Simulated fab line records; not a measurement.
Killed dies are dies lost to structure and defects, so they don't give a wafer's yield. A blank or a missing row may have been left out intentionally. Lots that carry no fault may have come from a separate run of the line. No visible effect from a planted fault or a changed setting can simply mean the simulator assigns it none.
fab line records ; flow berkeley_cmos170
record lots=5; wafers=23
route steps=331 shown SDANNEAL@204 PSD@206 NLDD@209 CONTACT@220 M1@238 V1@263
start_h: hours from the record's opening day to when the first of the lot's shown wafers began ; wait_h: time in hours since the lot's previous step ; " as in the row above ; L1.1+2: one row covering several wafers at once ; - value missing, or start not given ; * or withheld: withheld ; < > ~ a bound
route shown NAME@n: NAME is a module with steps in the file, n the number in the route of the first one ; usual: mean and standard deviation over wafers with no fault ; same: alike in all rows ; chamber/n: place in a boat ; sites: per-site readings ; _std_site: the standard deviation of these ; _edge_site: the outer-site mean with the inner-site mean subtracted ; radius_mm: for every site, how far away it sits from the centre of the wafer ; mask NAME#n: copy n ; behind: tool/chamber where the wafer was last shaped ; hold: cause of the lot's hold/its duration in hours/its outcome ; device: which transistor (n, p or np) failed to switch ; end of line: the route-end tests of the same wafers ; a step without rows: its recipe alone ; killed: dies that structure and defects cost at the first sort, which is not the same as the wafer's yield ; map: a wafer's dies, marking killed ones x, the rest . and places with no die _
set.NAME: the setting as run; set.NAME@STEP: as run at that earlier step ; model.NAME: the simulator's own value behind a step, which no gauge read
lots with deliberately changed settings; one table per step, one row per wafer
## steps
# step UCB170_SDANNEAL_RTA_00
# recipe temp_c=900; time_s=10; ambient=N2
lot.wafer;tool;chamber;start_h;wait_h;set.time_s
L076.1+4+6;rtp_anneal-01;0;211.38;0.0;10
L079.1+2;rtp_anneal-01;0;245.41;0.0;9.175
L079.3+4+5;rtp_anneal-01;0;245.41;0.0;10
L081.1+2+3+5+6;rtp_anneal-02;0;245.67;0.0;10
L084.1+2;rtp_anneal-01;0;246.31;0.0;11.26
L084.4+5+6;rtp_anneal-01;0;246.31;0.0;10
L082.2+4+5;rtp_anneal-02;0;246.86;0.0;10
L082.3+6;rtp_anneal-02;0;246.86;0.0;10.71
# step UCB170_SDANNEAL_RTA_01
# recipe temp_c=1050; time_s=5; ambient=N2
# step UCB170_SDANNEAL_RS_MEAS_02
# recipe thk_meas_gauge=four-point-probe
# usual PSD_RS=75.5/0.31
lot.wafer;tool;chamber;start_h;wait_h;set.dose_cm2@PSD_IMPLANT_08;PSD_RS[ohm/sq]
L076.1;film_metro-01;-;211.51;0.0;3e+15;75.3
L076.4;film_metro-01;-;211.51;0.0;3e+15;75.5
L076.6;film_metro-01;-;211.51;0.0;3e+15;75.7
L079.1;film_metro-04;-;245.54;0.0;3.117e+15;72.6
L079.2;film_metro-04;-;245.54;0.0;3e+15;75.0
L079.3;film_metro-04;-;245.54;0.0;3.117e+15;72.5
L079.4;film_metro-04;-;245.54;0.0;3e+15;74.6
L079.5;film_metro-04;-;245.54;0.0;3e+15;74.6
L081.1;film_metro-02;-;245.80;0.0;2.825e+15;79.3
L081.2;film_metro-02;-;245.80;0.0;3e+15;75.6
L081.3;film_metro-02;-;245.80;0.0;2.825e+15;79.3
L081.5;film_metro-02;-;245.80;0.0;3e+15;75.7
L081.6;film_metro-02;-;245.80;0.0;3e+15;75.9
L084.1;film_metro-01;-;246.44;0.0;3.132e+15;72.9
L084.2;film_metro-01;-;246.44;0.0;3.132e+15;73.2
L084.4;film_metro-01;-;246.44;0.0;3e+15;75.7
L084.5;film_metro-01;-;246.44;0.0;3.132e+15;73.3
L084.6;film_metro-01;-;246.44;0.0;3e+15;75.5
L082.2;film_metro-04;-;246.99;0.1;3.163e+15;72.4
L082.3;film_metro-04;-;246.99;0.1;3e+15;75.0
L082.4;film_metro-04;-;246.99;0.1;3.163e+15;72.0
L082.5;film_metro-04;-;246.99;0.1;3e+15;75.3
L082.6;film_metro-04;-;246.99;0.1;3e+15;75.0
# step UCB170_SDANNEAL_RS_MEAS_05
# recipe thk_meas_gauge=four-point-probe
# usual NLDD_RS=615.7/1.7
lot.wafer;tool;chamber;start_h;wait_h;set.dose_cm2@NLDD_IMPLANT_09;NLDD_RS[ohm/sq]
L076.1;film_metro-01;-;211.87;0.1;5e+13;617.1
L076.4;film_metro-01;-;211.87;0.1;5e+13;617.4
L076.6;film_metro-01;-;211.87;0.1;5e+13;616.3
L079.1;film_metro-04;-;245.90;0.1;5e+13;615.2
L079.2;film_metro-04;-;245.90;0.1;5e+13;613.1
L079.3;film_metro-04;-;245.90;0.1;5e+13;616.1
L079.4;film_metro-04;-;245.90;0.1;5e+13;612.6
L079.5;film_metro-04;-;245.90;0.1;5e+13;615.1
L081.1;film_metro-02;-;246.16;0.1;4.635e+13;632.7
L081.2;film_metro-02;-;246.16;0.1;5e+13;616.7
L081.3;film_metro-02;-;246.16;0.1;4.635e+13;631.9
L081.5;film_metro-02;-;246.16;0.1;5e+13;614.8
L081.6;film_metro-02;-;246.16;0.1;4.635e+13;630.5
L084.1;film_metro-01;-;246.80;0.1;4.904e+13;623.0
L084.2;film_metro-01;-;246.80;0.1;4.904e+13;621.6
L084.4;film_metro-01;-;246.80;0.1;4.904e+13;622.1
L084.5;film_metro-01;-;246.80;0.1;5e+13;618.1
L084.6;film_metro-01;-;246.80;0.1;5e+13;619.5
L082.2;film_metro-04;-;247.35;0.1;5e+13;613.2
L082.3;film_metro-04;-;247.35;0.1;5e+13;613.1
L082.4;film_metro-04;-;247.35;0.1;4.894e+13;619.4
L082.5;film_metro-04;-;247.35;0.1;4.894e+13;618.9
L082.6;film_metro-04;-;247.35;0.1;4.894e+13;619.1
# step UCB170_CONTACT_COAT_04
# recipe resist=KrF; spin_rpm=1500; resist_thk_nm=900
lot.wafer;tool;chamber;start_h;wait_h;set.spin_rpm;model.KrF_of_CONTACT_COAT_04.thk_nm
L076.1;litho_track-01;0;214.86;0.1;1500;899.6
L076.4;litho_track-01;0;214.86;0.1;1500;901.2
L076.6;litho_track-01;0;214.86;0.1;1500;900.1
L079.1;litho_track-02;0;248.64;0.1;1500;900.5
L079.2;litho_track-02;0;248.64;0.1;1500;902.7
L079.3;litho_track-02;0;248.64;0.1;1454;916.4
L079.4;litho_track-02;0;248.64;0.1;1500;904
L079.5;litho_track-02;0;248.64;0.1;1454;915.4
L081.1;litho_track-03;0;250.34;0.1;1500;898.2
L081.2;litho_track-03;0;250.34;0.1;1390;931.8
L081.3;litho_track-03;0;250.34;0.1;1390;931.5
L081.5;litho_track-03;0;250.34;0.1;1500;899
L081.6;litho_track-03;0;250.34;0.1;1390;931.6
L084.1;litho_track-02;0;250.39;0.1;1500;896.3
L084.2;litho_track-02;0;250.39;0.1;1541;886.6
L084.4;litho_track-02;0;250.39;0.1;1541;886.5
L084.5;litho_track-02;0;250.39;0.1;1500;898.8
L084.6;litho_track-02;0;250.39;0.1;1541;884.9
L082.2;litho_track-03;0;250.81;0.1;1500;898.8
L082.3;litho_track-03;0;250.81;0.1;1574;880.4
L082.4;litho_track-03;0;250.81;0.1;1500;897
L082.5;litho_track-03;0;250.81;0.1;1574;876.3
L082.6;litho_track-03;0;250.81;0.1;1500;898.6
# step UCB170_CONTACT_SOFTBAKE_05
# recipe resist=KrF; temp_c=130; time_s=60
# step UCB170_CONTACT_STRIP_06
# recipe chemistry=O2; power_w=400; pressure_mtorr=3500; platen_temp_c=withheld; o2_flow_sccm=400; overash_fraction=0.5
# usual strip_time_to_endpoint_s=21.96/0.047
lot.wafer;tool;chamber;start_h;wait_h;set.spin_rpm@CONTACT_COAT_04;strip_time_to_endpoint_s
L076.1;plasma_asher-03;1;215.16;0.1;1500;21.95
L076.4;plasma_asher-03;0;215.16;0.1;1500;21.99
L076.6;plasma_asher-03;0;215.16;0.1;1500;21.96
L079.1;plasma_asher-03;1;248.94;0.1;1500;21.98
L079.2;plasma_asher-03;0;248.94;0.1;1500;22.03
L079.3;plasma_asher-03;0;248.94;0.1;1454;22.37
L079.4;plasma_asher-03;1;248.94;0.1;1500;22.07
L079.5;plasma_asher-03;1;248.94;0.1;1454;22.34
L081.1;plasma_asher-04;0;250.64;0.1;1500;21.92
L081.2;plasma_asher-04;1;250.64;0.1;1390;22.73
L081.3;plasma_asher-04;0;250.64;0.1;1390;22.71
L081.5;plasma_asher-04;1;250.64;0.1;1500;21.94
L081.6;plasma_asher-04;0;250.64;0.1;1390;22.72
L084.1;plasma_asher-03;1;250.69;0.1;1500;21.88
L084.2;plasma_asher-03;0;250.69;0.1;1541;21.64
L084.4;plasma_asher-03;0;250.69;0.1;1541;21.64
L084.5;plasma_asher-03;0;250.69;0.1;1500;21.94
L084.6;plasma_asher-03;1;250.69;0.1;1541;21.60
L082.2;plasma_asher-04;1;251.09;0.1;1500;21.94
L082.3;plasma_asher-04;1;251.09;0.1;1574;21.52
L082.4;plasma_asher-04;0;251.09;0.1;1500;21.88
L082.5;plasma_asher-04;1;251.09;0.1;1574;21.42
L082.6;plasma_asher-04;0;251.09;0.1;1500;21.94
# step UCB170_CONTACT_EXPOSE_12
# recipe mask_id=CONT; target_cd_nm=700; na=0.5; sigma_outer=0.6; source_shape=conventional; dose_mj=35
lot.wafer;tool;chamber;start_h;wait_h;mask;set.dose_mj
L076.1+4+6;krf_scanner-01;0;216.32;-;CONT#0;35
L079.1+3+5;krf_scanner-01;0;249.85;-;CONT#0;35
L079.2+4;krf_scanner-01;0;249.85;-;CONT#0;33.5
L081.1+2+3+5+6;krf_scanner-01;0;251.54;-;CONT#0;35
L084.1+2+6;krf_scanner-02;0;251.90;-;CONT#0;35
L084.4+5;krf_scanner-02;0;251.90;-;CONT#0;33.72
L082.2+6;krf_scanner-01;0;252.28;-;CONT#0;35
L082.3+4+5;krf_scanner-01;0;252.28;-;CONT#0;37.59
# step UCB170_CONTACT_PEB_13
# recipe peb_temp_c=130; peb_time_s=withheld; resist=KrF
# step UCB170_CONTACT_DEVELOP_14
# recipe developer=TMAH; develop_time_s=45; resist=KrF; dev_temp_c=21
# step UCB170_CONTACT_CD_MEAS_15
# recipe target_cd_nm=700
# usual cd_nm=700.5/1.6
lot.wafer;tool;chamber;start_h;wait_h;set.dose_mj@CONTACT_EXPOSE_12;cd_nm
L076.1;cd_sem-02;-;216.71;-;35;700.2
L076.4;cd_sem-02;-;216.71;-;35;699.1
L076.6;cd_sem-02;-;216.71;-;35;700.3
L079.1;cd_sem-01;-;250.24;-;35;699.2
L079.2;cd_sem-01;-;250.24;-;33.5;691.1
L079.3;cd_sem-01;-;250.24;-;35;697.6
L079.4;cd_sem-01;-;250.24;-;33.5;689.4
L079.5;cd_sem-01;-;250.24;-;35;698.0
L081.1;cd_sem-02;-;252.26;-;35;702.7
L081.2;cd_sem-02;-;252.26;-;35;702.4
L081.3;cd_sem-02;-;252.26;-;35;702.6
L081.5;cd_sem-02;-;252.26;-;35;702.3
L081.6;cd_sem-02;-;252.26;-;35;702.8
L084.1;cd_sem-02;-;252.54;-;35;699.5
L084.2;cd_sem-02;-;252.54;-;35;700.0
L084.4;cd_sem-02;-;252.54;-;33.72;693.3
L084.5;cd_sem-02;-;252.54;-;33.72;692.0
L084.6;cd_sem-02;-;252.54;-;35;701.3
L082.2;cd_sem-01;-;252.91;-;35;701.9
L082.3;cd_sem-01;-;252.91;-;37.59;713.3
L082.4;cd_sem-01;-;252.91;-;37.59;715.5
L082.5;cd_sem-01;-;252.91;-;37.59;715.0
L082.6;cd_sem-01;-;252.91;-;35;703.2
# step UCB170_CONTACT_ETCH_17
# recipe chemistry=N2/H2; target_depth_a=withheld; overetch_a=withheld; target=BARC; time_s=withheld; source_w=500; bias_w=100; pressure_mtorr=30; n2_flow_sccm=100; h2_flow_sccm=200
lot.wafer;tool;chamber;start_h;wait_h;set.dose_mj@CONTACT_EXPOSE_12;model.CONTACT.cd_nm
L076.1;rie_diel-01;1;216.87;0.0;35;700.1
L076.4;rie_diel-01;0;216.87;0.0;35;699.2
L076.6;rie_diel-01;1;216.87;0.0;35;699.8
L079.1;rie_diel-03;1;250.40;0.0;35;699.5
L079.2;rie_diel-03;2;250.40;0.0;33.5;692.3
L079.3;rie_diel-03;0;250.40;0.0;35;698.5
L079.4;rie_diel-03;3;250.40;0.0;33.5;690.6
L079.5;rie_diel-03;3;250.40;0.0;35;699.3
L081.1;rie_diel-01;3;252.42;0.0;35;702.6
L081.2;rie_diel-01;0;252.42;0.0;35;702.8
L081.3;rie_diel-01;2;252.42;0.0;35;704.7
L081.5;rie_diel-01;3;252.42;0.0;35;701.8
L081.6;rie_diel-01;0;252.42;0.0;35;703.2
L084.1;rie_diel-01;2;252.70;0.0;35;701.3
L084.2;rie_diel-01;3;252.70;0.0;35;698.7
L084.4;rie_diel-01;1;252.70;0.0;33.72;693.4
L084.5;rie_diel-01;1;252.70;0.0;33.72;691.7
L084.6;rie_diel-01;2;252.70;0.0;35;702.4
L082.2;rie_diel-04;1;253.05;0.0;35;702.8
L082.3;rie_diel-04;2;253.05;0.0;37.59;713.2
L082.4;rie_diel-04;1;253.05;0.0;37.59;715.9
L082.5;rie_diel-04;2;253.05;0.0;37.59;714.8
L082.6;rie_diel-04;0;253.05;0.0;35;702.3
# step UCB170_CONTACT_ETCH_18
# recipe chemistry=CHF3/CF4/Ar; target=PSG; stop_on=TiSi2; CHF3_flow_sccm=45; cf4_flow_sccm=15; Ar_flow_sccm=150; pressure_mtorr=200; rf_w=700; target_depth_a=8400; over_etch_frac=0.2; time_s=195
# step UCB170_CONTACT_STRIP_19
# recipe chemistry=O2; power_w=400; pressure_mtorr=3500; platen_temp_c=withheld; o2_flow_sccm=400; overash_fraction=0.5
# step UCB170_CONTACT_CD_MEAS_90
# recipe target_cd_nm=700
# usual cd_nm=700.7/1.8
lot.wafer;tool;chamber;start_h;wait_h;set.dose_mj@CONTACT_EXPOSE_12;cd_nm
L076.1;cd_sem-02;-;217.13;0.1;35;699.7
L076.4;cd_sem-02;-;217.13;0.1;35;699.1
L076.6;cd_sem-02;-;217.13;0.1;35;698.3
L079.1;cd_sem-01;-;250.67;0.1;35;698.6
L079.2;cd_sem-01;-;250.67;0.1;33.5;693.1
L079.3;cd_sem-01;-;250.67;0.1;35;698.7
L079.4;cd_sem-01;-;250.67;0.1;33.5;690.6
L079.5;cd_sem-01;-;250.67;0.1;35;699.7
L081.1;cd_sem-02;-;252.69;0.1;35;702.8
L081.2;cd_sem-02;-;252.69;0.1;35;703.3
L081.3;cd_sem-02;-;252.69;0.1;35;704.1
L081.5;cd_sem-02;-;252.69;0.1;35;701.8
L081.6;cd_sem-02;-;252.69;0.1;35;703.6
L084.1;cd_sem-02;-;253.05;0.2;35;700.2
L084.2;cd_sem-02;-;253.05;0.2;35;699.1
L084.4;cd_sem-02;-;253.05;0.2;33.72;693.0
L084.5;cd_sem-02;-;253.05;0.2;33.72;691.8
L084.6;cd_sem-02;-;253.05;0.2;35;701.3
L082.2;cd_sem-02;-;253.34;0.1;35;703.4
L082.3;cd_sem-02;-;253.34;0.1;37.59;714.0
L082.4;cd_sem-02;-;253.34;0.1;37.59;716.4
L082.5;cd_sem-02;-;253.34;0.1;37.59;715.8
L082.6;cd_sem-02;-;253.34;0.1;35;702.3
# step UCB170_M1_SPUTTER_00
# recipe material=Al; target_thk_nm=600; time_s=80; power_w=6000; chamber_pressure_pa=0.5
lot.wafer;tool;chamber;start_h;wait_h;set.power_w;model.Al_of_M1_SPUTTER_00.thk_nm
L076.1;pvd_sputter-01;-;217.44;0.0;6000;603.7
L076.4;pvd_sputter-01;-;217.44;0.0;6000;593.5
L076.6;pvd_sputter-01;-;217.44;0.0;6000;597.8
L079.1;pvd_sputter-02;-;250.96;0.0;5790;584.4
L079.2;pvd_sputter-02;-;250.96;0.0;6000;609.7
L079.3;pvd_sputter-02;-;250.96;0.0;6000;605.3
L079.4;pvd_sputter-02;-;250.96;0.0;6000;620.8
L079.5;pvd_sputter-02;-;250.96;0.0;5790;582.8
L081.1;pvd_sputter-01;-;252.98;0.0;6000;604.7
L081.2;pvd_sputter-01;-;252.98;0.0;6418;644.1
L081.3;pvd_sputter-01;-;252.98;0.0;6418;653.5
L081.5;pvd_sputter-01;-;252.98;0.0;6000;603
L081.6;pvd_sputter-01;-;252.98;0.0;6000;609.7
L084.1;pvd_sputter-02;-;253.34;0.0;6000;612.9
L084.2;pvd_sputter-02;-;253.34;0.0;6380;652.4
L084.4;pvd_sputter-02;-;253.34;0.0;6380;642.4
L084.5;pvd_sputter-02;-;253.34;0.0;6000;612.8
L084.6;pvd_sputter-02;-;253.34;0.0;6000;610.8
L082.2;pvd_sputter-03;-;253.61;0.0;6000;607.6
L082.3;pvd_sputter-03;-;253.61;0.0;5464;549.2
L082.4;pvd_sputter-03;-;253.61;0.0;5464;547.1
L082.5;pvd_sputter-03;-;253.61;0.0;6000;605.9
L082.6;pvd_sputter-03;-;253.61;0.0;5464;547.7
# step UCB170_M1_RS_MEAS_01
# recipe thk_meas_gauge=four-point-probe; reads=Al_of_M1_SPUTTER_00
# usual M1_AL_RS=0.0483/0.00064
lot.wafer;tool;chamber;start_h;wait_h;set.power_w@M1_SPUTTER_00;M1_AL_RS[ohm/sq]
L076.1;film_metro-01;-;217.51;0.0;6000;0.0483
L076.4;film_metro-01;-;217.51;0.0;6000;0.0491
L076.6;film_metro-01;-;217.51;0.0;6000;0.0488
L079.1;film_metro-02;-;251.02;0.0;5790;0.0500
L079.2;film_metro-02;-;251.02;0.0;6000;0.0477
L079.3;film_metro-02;-;251.02;0.0;6000;0.0481
L079.4;film_metro-02;-;251.02;0.0;6000;0.0468
L079.5;film_metro-02;-;251.02;0.0;5790;0.0500
L081.1;film_metro-04;-;253.04;0.0;6000;0.0479
L081.2;film_metro-04;-;253.04;0.0;6418;0.0450
L081.3;film_metro-04;-;253.04;0.0;6418;0.0443
L081.5;film_metro-04;-;253.04;0.0;6000;0.0481
L081.6;film_metro-04;-;253.04;0.0;6000;0.0476
L084.1;film_metro-02;-;253.40;0.0;6000;0.0475
L084.2;film_metro-02;-;253.40;0.0;6380;0.0446
L084.4;film_metro-02;-;253.40;0.0;6380;0.0453
L084.5;film_metro-02;-;253.40;0.0;6000;0.0475
L084.6;film_metro-02;-;253.40;0.0;6000;0.0477
L082.2;film_metro-02;-;253.69;0.1;6000;0.0479
L082.3;film_metro-02;-;253.69;0.1;5464;0.0532
L082.4;film_metro-02;-;253.69;0.1;5464;0.0533
L082.5;film_metro-02;-;253.69;0.1;6000;0.0480
L082.6;film_metro-02;-;253.69;0.1;5464;0.0533
# step UCB170_M1_THK_MEAS_02
# recipe thk_meas_gauge=xrf; reads=Al_of_M1_SPUTTER_00
# usual M1_AL_THK=604/7.9
lot.wafer;tool;chamber;start_h;wait_h;set.power_w@M1_SPUTTER_00;M1_AL_THK[nm]
L076.1;film_metro-01;-;217.63;0.1;6000;602
L076.4;film_metro-01;-;217.63;0.1;6000;593
L076.6;film_metro-01;-;217.63;0.1;6000;599
L079.1;film_metro-02;-;251.14;0.1;5790;588
L079.2;film_metro-02;-;251.14;0.1;6000;607
L079.3;film_metro-02;-;251.14;0.1;6000;608
L079.4;film_metro-02;-;251.14;0.1;6000;622
L079.5;film_metro-02;-;251.14;0.1;5790;585
L081.1;film_metro-04;-;253.16;0.1;6000;610
L081.2;film_metro-04;-;253.16;0.1;6418;650
L081.3;film_metro-04;-;253.16;0.1;6418;655
L081.5;film_metro-04;-;253.16;0.1;6000;606
L081.6;film_metro-04;-;253.16;0.1;6000;616
L084.1;film_metro-02;-;253.52;0.1;6000;615
L084.2;film_metro-02;-;253.52;0.1;6380;653
L084.4;film_metro-02;-;253.52;0.1;6380;642
L084.5;film_metro-02;-;253.52;0.1;6000;619
L084.6;film_metro-02;-;253.52;0.1;6000;613
L082.2;film_metro-02;-;253.80;0.1;6000;610
L082.3;film_metro-02;-;253.80;0.1;5464;553
L082.4;film_metro-02;-;253.80;0.1;5464;547
L082.5;film_metro-02;-;253.80;0.1;6000;607
L082.6;film_metro-02;-;253.80;0.1;5464;551
# step UCB170_V1_EXPOSE_09
# recipe mask_id=VIA1; target_cd_nm=700; na=0.5; sigma_outer=0.6; source_shape=conventional; dose_mj=37
lot.wafer;tool;chamber;start_h;wait_h;mask;set.dose_mj
L076.1+4+6;krf_scanner-02;0;223.22;0.2;VIA1#0;37
L079.1+4+5;krf_scanner-02;0;256.58;0.2;VIA1#0;37
L079.2+3;krf_scanner-02;0;256.58;0.2;VIA1#0;38.09
L084.1+4;krf_scanner-01;0;-;-;VIA1#0;38.17
L084.2+5+6;krf_scanner-01;0;-;-;VIA1#0;37
L081.1+2+3+5+6;krf_scanner-02;0;-;-;VIA1#0;37
L082.2+3+4+5+6;krf_scanner-02;0;-;-;VIA1#0;37
# step UCB170_V1_PEB_10
# recipe peb_temp_c=130; peb_time_s=withheld; resist=KrF
lot.wafer;tool;chamber;start_h;wait_h;set.peb_temp_c
L076.1+4+6;litho_track-02;0;223.82;0.6;130
L079.1+2+3+4+5;litho_track-02;0;256.73;0.1;130
L084.1+2+5;litho_track-03;0;-;-;128.8
L084.4+6;litho_track-03;0;-;-;130
L081.1+2;litho_track-04;0;-;-;130
L081.3+5+6;litho_track-04;0;-;-;133.7
L082.2+3+4+5+6;litho_track-02;0;-;-;130
# step UCB170_V1_DEVELOP_11
# recipe developer=TMAH; develop_time_s=45; resist=KrF; dev_temp_c=21
# step UCB170_V1_CD_MEAS_12
# recipe target_cd_nm=700
# usual cd_nm=700.2/1.4
lot.wafer;tool;chamber;start_h;wait_h;set.dose_mj@V1_EXPOSE_09;set.peb_temp_c@V1_PEB_10;cd_nm
L076.1;cd_sem-02;-;224.09;-;37;130;700.2
L076.4;cd_sem-02;-;224.09;-;37;130;698.0
L076.6;cd_sem-02;-;224.09;-;37;130;699.1
L079.1;cd_sem-02;-;257.09;-;37;130;703.5
L079.2;cd_sem-02;-;257.09;-;38.09;130;708.4
L079.3;cd_sem-02;-;257.09;-;38.09;130;707.3
L079.4;cd_sem-02;-;257.09;-;37;130;701.9
L079.5;cd_sem-02;-;257.09;-;37;130;701.8
L084.1;cd_sem-02;-;264.32;-;38.17;128.8;696.4
L084.2;cd_sem-02;-;264.32;-;37;128.8;690.5
L084.4;cd_sem-02;-;264.32;-;38.17;130;705.9
L084.5;cd_sem-02;-;264.32;-;37;128.8;690.5
L084.6;cd_sem-02;-;264.32;-;37;130;699.2
L081.1;cd_sem-01;-;264.44;-;37;130;700.1
L081.2;cd_sem-01;-;264.44;-;37;130;702.0
L081.3;cd_sem-01;-;264.44;-;37;133.7;721.9
L081.5;cd_sem-01;-;264.44;-;37;133.7;722.7
L081.6;cd_sem-01;-;264.44;-;37;133.7;722.4
L082.2;cd_sem-02;-;265.13;-;37;130;698.5
L082.3;cd_sem-02;-;265.13;-;37;130;698.1
L082.4;cd_sem-02;-;265.13;-;37;130;698.3
L082.5;cd_sem-02;-;265.13;-;37;130;698.4
L082.6;cd_sem-02;-;265.13;-;37;130;698.8
# step UCB170_V1_ETCH_14
# recipe chemistry=CHF3/CF4/Ar; target=SiO2; stop_on=Al; CHF3_flow_sccm=45; cf4_flow_sccm=15; Ar_flow_sccm=150; pressure_mtorr=200; rf_w=700; target_depth_a=12500; over_etch_frac=0.25; time_s=291
lot.wafer;tool;chamber;start_h;wait_h;set.dose_mj@V1_EXPOSE_09;set.peb_temp_c@V1_PEB_10;model.V1.cd_nm
L076.1;rie_diel-03;1;224.25;0.0;37;130;699.5
L076.4;rie_diel-03;0;224.25;0.0;37;130;698.8
L076.6;rie_diel-03;0;224.25;0.0;37;130;700.4
L079.1;rie_diel-03;1;257.25;0.0;37;130;703.4
L079.2;rie_diel-03;0;257.25;0.0;38.09;130;709.1
L079.3;rie_diel-03;2;257.25;0.0;38.09;130;707.5
L079.4;rie_diel-03;3;257.25;0.0;37;130;702.5
L079.5;rie_diel-03;0;257.25;0.0;37;130;702.4
L084.1;rie_diel-02;0;264.48;0.0;38.17;128.8;696.6
L084.2;rie_diel-02;3;264.48;0.0;37;128.8;690.2
L084.4;rie_diel-02;1;264.48;0.0;38.17;130;705.6
L084.5;rie_diel-02;1;264.48;0.0;37;128.8;690.9
L084.6;rie_diel-02;0;264.48;0.0;37;130;699
L081.1;rie_diel-03;0;264.59;0.0;37;130;700.6
L081.2;rie_diel-03;3;264.59;0.0;37;130;702.6
L081.3;rie_diel-03;2;264.59;0.0;37;133.7;722
L081.5;rie_diel-03;1;264.59;0.0;37;133.7;721.6
L081.6;rie_diel-03;2;264.59;0.0;37;133.7;722.1
L082.2;rie_diel-03;2;265.27;0.0;37;130;699
L082.3;rie_diel-03;0;265.27;0.0;37;130;698.9
L082.4;rie_diel-03;1;265.27;0.0;37;130;698
L082.5;rie_diel-03;3;265.27;0.0;37;130;698.8
L082.6;rie_diel-03;2;265.27;0.0;37;130;698.7
# step UCB170_V1_STRIP_15
# recipe chemistry=O2; power_w=400; pressure_mtorr=3500; platen_temp_c=withheld; o2_flow_sccm=400; overash_fraction=0.5
# step UCB170_V1_CD_MEAS_90
# recipe target_cd_nm=700
# usual cd_nm=700.2/1.6
lot.wafer;tool;chamber;start_h;wait_h;set.dose_mj@V1_EXPOSE_09;set.peb_temp_c@V1_PEB_10;cd_nm
L076.1;cd_sem-01;-;224.53;0.1;37;130;699.2
L076.4;cd_sem-01;-;224.53;0.1;37;130;698.7
L076.6;cd_sem-01;-;224.53;0.1;37;130;700.3
L079.1;cd_sem-02;-;257.52;0.1;37;130;703.4
L079.2;cd_sem-02;-;257.52;0.1;38.09;130;709.1
L079.3;cd_sem-02;-;257.52;0.1;38.09;130;707.6
L079.4;cd_sem-02;-;257.52;0.1;37;130;702.4
L079.5;cd_sem-02;-;257.52;0.1;37;130;702.6
L084.1;cd_sem-01;-;264.75;0.1;38.17;128.8;696.7
L084.2;cd_sem-01;-;264.75;0.1;37;128.8;690.1
L084.4;cd_sem-01;-;264.75;0.1;38.17;130;705.8
L084.5;cd_sem-01;-;264.75;0.1;37;128.8;690.4
L084.6;cd_sem-01;-;264.75;0.1;37;130;699.1
L081.1;cd_sem-01;-;264.87;0.1;37;130;700.7
L081.2;cd_sem-01;-;264.87;0.1;37;130;702.9
L081.3;cd_sem-01;-;264.87;0.1;37;133.7;721.8
L081.5;cd_sem-01;-;264.87;0.1;37;133.7;721.5
L081.6;cd_sem-01;-;264.87;0.1;37;133.7;721.8
L082.2;cd_sem-02;-;265.56;0.1;37;130;699.1
L082.3;cd_sem-02;-;265.56;0.1;37;130;698.9
L082.4;cd_sem-02;-;265.56;0.1;37;130;697.8
L082.5;cd_sem-02;-;265.56;0.1;37;130;699.4
L082.6;cd_sem-02;-;265.56;0.1;37;130;698.4
## key
split step=UCB170_SDANNEAL_RTA_00; setting=time_s; stated=10; by=wafer
response none clear
split step=UCB170_CONTACT_COAT_04; setting=spin_rpm; stated=1500; by=wafer
response step=UCB170_CONTACT_COAT_04; reading=model.KrF_of_CONTACT_COAT_04.thk_nm; change=-4.34; per=1%; r=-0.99
response step=UCB170_CONTACT_STRIP_06; reading=strip_time_to_endpoint_s; change=*; per=1%; r=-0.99
split step=UCB170_CONTACT_EXPOSE_12; setting=dose_mj; stated=35; by=wafer
response step=UCB170_CONTACT_CD_MEAS_15; reading=cd_nm; change=+1.75; per=1%; r=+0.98
response step=UCB170_CONTACT_ETCH_17; reading=model.CONTACT.cd_nm; change=+1.76; per=1%; r=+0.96
response step=UCB170_CONTACT_CD_MEAS_90; reading=cd_nm; change=+1.75; per=1%; r=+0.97
split step=UCB170_M1_SPUTTER_00; setting=power_w; stated=6000; by=wafer
response step=UCB170_M1_SPUTTER_00; reading=model.Al_of_M1_SPUTTER_00.thk_nm; change=+6.34; per=1%; r=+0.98
response step=UCB170_M1_RS_MEAS_01; reading=M1_AL_RS; change=-0.000526; per=1%; r=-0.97
response step=UCB170_M1_THK_MEAS_02; reading=M1_AL_THK; change=+6.09; per=1%; r=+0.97
split step=UCB170_V1_EXPOSE_09; setting=dose_mj; stated=37; by=wafer
response step=UCB170_V1_CD_MEAS_12; reading=cd_nm; slope=+1.97; per=1%; together_with=peb_temp_c@V1_PEB_10; explained=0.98
response step=UCB170_V1_ETCH_14; reading=model.V1.cd_nm; slope=+1.99; per=1%; together_with=peb_temp_c@V1_PEB_10; explained=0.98
response step=UCB170_V1_CD_MEAS_90; reading=cd_nm; slope=+2.05; per=1%; together_with=peb_temp_c@V1_PEB_10; explained=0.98
split step=UCB170_V1_PEB_10; setting=peb_temp_c; stated=130; by=wafer
response step=UCB170_V1_CD_MEAS_12; reading=cd_nm; change=+7.8; per=1%; r=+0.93
response step=UCB170_V1_ETCH_14; reading=model.V1.cd_nm; change=+7.44; per=1%; r=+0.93
response step=UCB170_V1_CD_MEAS_90; reading=cd_nm; change=+7.35; per=1%; r=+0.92
split outside_this_file step=UCB170_NLDD_IMPLANT_09 setting=dose_cm2
split outside_this_file step=UCB170_PSD_IMPLANT_08 setting=dose_cm2
# split outside_this_file: this setting was split too, and the file shows its column; the key of that split is in another file
